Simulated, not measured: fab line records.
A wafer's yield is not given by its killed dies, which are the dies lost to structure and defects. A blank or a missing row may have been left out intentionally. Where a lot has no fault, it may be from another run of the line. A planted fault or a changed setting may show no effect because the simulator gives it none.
2 desks looking at one fault	flow rit cmos	each desk has only its own numbers; what lay behind them comes last

DESK OF THE TOOL OWNER: rie diel-03
The tool's own readings at RIT_CONTACT_ETCH_11 (etches SiO2 in CHF3/CF4/Ar, stops on TiSi2, target depth 480 nm, time 320 s): means of the sampled wafers that have a number, for each lot that ran on this tool. A lot is out of limits, marked OUT, if its mean lies more than 4 standard deviations from the usual mean; the brackets give that distance.
Columns: A = cf4 flow sccm at RIT_CONTACT_ETCH_11, usual 10.00 sccm; B = drypump motor current A at RIT_CONTACT_ETCH_11, usual 5.7 A; C = oes product au at RIT_CONTACT_ETCH_11, usual 0.986 a.u.; D = throttle valve pct at RIT_CONTACT_ETCH_11, usual 8.91 %
lot	first seen here	A	B	C	D
L574	day 4 19:49	10.01	5.7	0.997	8.95
L578	day 5 15:27	10.00	5.5	0.994	8.90
L584	day 6 22:05	10.02	5.6	0.981	8.82
L585	day 7 04:06	10.02	5.7	0.994	8.95
This desk's verdict: no lot among the 4 shows anything out of limits.

METROLOGY DESK
Lot by lot, what the gauges showed, no matter which tool ran the lot: averages of those sampled wafers that carry a number. A lot is out of limits, marked OUT, if its mean lies more than 4 standard deviations from the usual mean; the brackets give that distance.
Columns: A = CONTACT_TEOS_THK at RIT_CONTACT_THK_MEAS_01, usual 400 nm; B = cd nm at RIT_CONTACT_CD_MEAS_08, usual 1000.8 nm; C = CONTACT_OVL at RIT_CONTACT_OVL_MEAS_09, usual 0.1 nm
lot	first seen here	A	B	C
L568	day 3 14:06	406	999.3	1.5
L574	day 4 18:22	403	1001.4	-1.4
L578	day 5 14:08	410	1002.2	-1.1
L584	day 6 20:44	399	1001.9	0.5
L585	day 7 02:46	401	996.7	-1.3
L586	day 7 07:55	395	1003.5	-2.5
This desk's verdict: no lot among the 6 shows anything out of limits.

ALL TOGETHER
The desk of the tool owner found nothing out of limits.
Nothing out of limits was seen by the metrology desk.

WHAT THE SIMULATOR HAD PUT IN
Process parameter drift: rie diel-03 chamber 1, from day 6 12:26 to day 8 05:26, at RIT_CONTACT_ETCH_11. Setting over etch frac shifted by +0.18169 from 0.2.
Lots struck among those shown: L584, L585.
